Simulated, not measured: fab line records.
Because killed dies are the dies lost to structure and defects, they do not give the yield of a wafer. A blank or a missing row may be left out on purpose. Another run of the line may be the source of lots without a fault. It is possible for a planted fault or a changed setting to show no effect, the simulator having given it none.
Chamber matching | flow berkeley-cmos170 | 4 sister chambers for UCB170_V2_CMP_02 on cmp-02
The step polishes SiO2. 4 wafers are shown with their chamber, then 7 later ones without.

== WAFERS PAIRED WITH THEIR CHAMBERS ==
wafer  | chamber | motor-current-A (A)
L497.6 | 0       | 16.6
L504.1 | 1       | 15.3
L506.1 | 2       | 19.4
L506.3 | 3       | 14.9

== WAFERS WHOSE CHAMBER IS MISSING ==
wafer  | motor-current-A (A)
L506.5 | 19.9
L507.1 | 16.0
L507.3 | 14.3
L507.6 | 19.6
L509.1 | 15.1
L509.2 | 14.7
L509.5 | 19.3

== WHICH CHAMBER EACH ONE RAN IN ==
wafer  | from the rows above          | in truth
L506.5 | 2                            | 2
L507.1 | can't be placed: 0 or 1 or 3 | 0
L507.3 | can't be placed: 3 or 1      | 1
L507.6 | 2                            | 2
L509.1 | can't be placed: 3 or 1      | 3
L509.2 | can't be placed: 3 or 1      | 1
L509.5 | 2                            | 2
Correct placement for 3 of the 7. Unplaceable from these rows: 4, with the true chamber sitting among the candidates in 4. Placed wrongly: 0.
How it was worked out, from the rows above alone: a wafer's distance from a chamber is the root of the sum, over the readings, of the square of ((its reading less the chamber's mean) divided by the reading's scatter). If the next closest chamber is less than 2 further off than the closest, the wafer can't be placed; otherwise it belongs to the closest. The mean given for a chamber averages the wafers shown for that chamber. The scatter: with one shown wafer a chamber, the root of the mean of the squares of how far each hidden wafer lies from its nearest shown one.
